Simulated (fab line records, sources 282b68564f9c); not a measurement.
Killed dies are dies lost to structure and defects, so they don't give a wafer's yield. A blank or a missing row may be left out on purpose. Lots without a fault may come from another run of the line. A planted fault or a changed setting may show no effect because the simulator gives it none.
Tool commonality check | flow rit_cmos | 12 lots, 36 wafers sampled

WHY IT WAS OPENED
At RIT_SPACER_THK_MEAS_04 the reading SPACER_NITRIDE_THK is flagged on 3 of 12 lots. Wafers without a fault read 250.0 nm, standard deviation 2.8.
Rule: a lot is flagged when every wafer of it that has a number lies more than 4 standard deviations from that mean, or none has a number. The other lots count as sound.

lot  | measured    | on            | SPACER_NITRIDE_THK (nm), wafer by wafer | flag
L122 | day 3 00:11 | film_metro-01 | 244.8 246.5 244.4                       |
L123 | day 3 09:53 | film_metro-02 | 249.9 249.4 248.7                       |
L126 | day 3 23:14 | film_metro-02 | 248.1 250.5 248.7                       |
L127 | day 4 08:41 | film_metro-02 | 120.5 118.6 120.2                       | FLAGGED
L128 | day 4 10:59 | film_metro-04 | 121.6 120.7 121.3                       | FLAGGED
L133 | day 5 12:22 | film_metro-01 | 122.7 121.8 122.2                       | FLAGGED
L135 | day 6 04:56 | film_metro-01 | 244.2 243.9 243.9                       |
L139 | day 7 10:52 | film_metro-01 | 251.0 251.9 250.4                       |
L142 | day 8 00:21 | film_metro-01 | 251.3 251.8 251.9                       |
L143 | day 8 04:53 | film_metro-02 | 242.9 243.8 243.6                       |
L145 | day 8 13:42 | film_metro-01 | 252.9 254.6 252.4                       |
L144 | day 8 14:41 | film_metro-02 | 247.5 248.0 246.6                       |
The numbers of the flagged lots are 121.1 nm on average: -128.9 nm against the usual, or -46 standard deviations.

WHICH TOOL RAN EACH LOT
The record holds 1 process step before the reading, out of a route of 202 steps. In each cell: the tool, then ch and the chambers that the sampled wafers went through, then the start.
lot  | flag    | RIT_SPACER_CVD_03
L122 |         | lpcvd-02 ch 0, day 2 22:16
L123 |         | lpcvd-01 ch 0, day 3 07:56
L126 |         | lpcvd-02 ch 1, day 3 21:20
L127 | FLAGGED | lpcvd-01 ch 0, day 4 06:46
L128 | FLAGGED | lpcvd-01 ch 1, day 4 09:02
L133 | FLAGGED | lpcvd-01 ch 1, day 5 10:26
L135 |         | lpcvd-02 ch 1, day 6 03:01
L139 |         | lpcvd-02 ch 1, day 7 08:56
L142 |         | lpcvd-02 ch 1, day 7 22:26
L143 |         | lpcvd-02 ch 1, day 8 02:56
L145 |         | lpcvd-01 ch 0, day 8 11:47
L144 |         | lpcvd-02 ch 0, day 8 12:46
What these steps do:
- RIT_SPACER_CVD_03: deposits Si3N4 from SiH2Cl2/NH3, target thk 250 nm, time 3300 s.
- RIT_SPACER_THK_MEAS_04

FLAGGED OVER TOTAL, TOOL BY TOOL (the gauges that took the reading come last)
step                   | tool          | lots run | flagged | share of the flagged lots | sound lots run after its first flagged lot
RIT_SPACER_CVD_03      | lpcvd-01      | 5        | 3       | all                       | 1 (L145)
RIT_SPACER_CVD_03      | lpcvd-02      | 7        | 0       | none                      | -
RIT_SPACER_THK_MEAS_04 | film_metro-01 | 6        | 1       | some                      | 4 (L135,L139,L142,L145)
RIT_SPACER_THK_MEAS_04 | film_metro-02 | 5        | 1       | some                      | 2 (L143,L144)
RIT_SPACER_THK_MEAS_04 | film_metro-04 | 1        | 1       | some                      | 0

WHAT THE TABLE ALLOWS
1 row of the table ran every flagged lot: lpcvd-01 at RIT_SPACER_CVD_03.
- lpcvd-01 at RIT_SPACER_CVD_03: 3 of its 5 lots flagged. Sound lots ran on it after the first flagged one (L145), which a lasting fault on the whole tool wouldn't allow.
No row of the table ran every flagged lot and no sound lot after the first.

WHAT THE SIMULATOR HAD PUT IN
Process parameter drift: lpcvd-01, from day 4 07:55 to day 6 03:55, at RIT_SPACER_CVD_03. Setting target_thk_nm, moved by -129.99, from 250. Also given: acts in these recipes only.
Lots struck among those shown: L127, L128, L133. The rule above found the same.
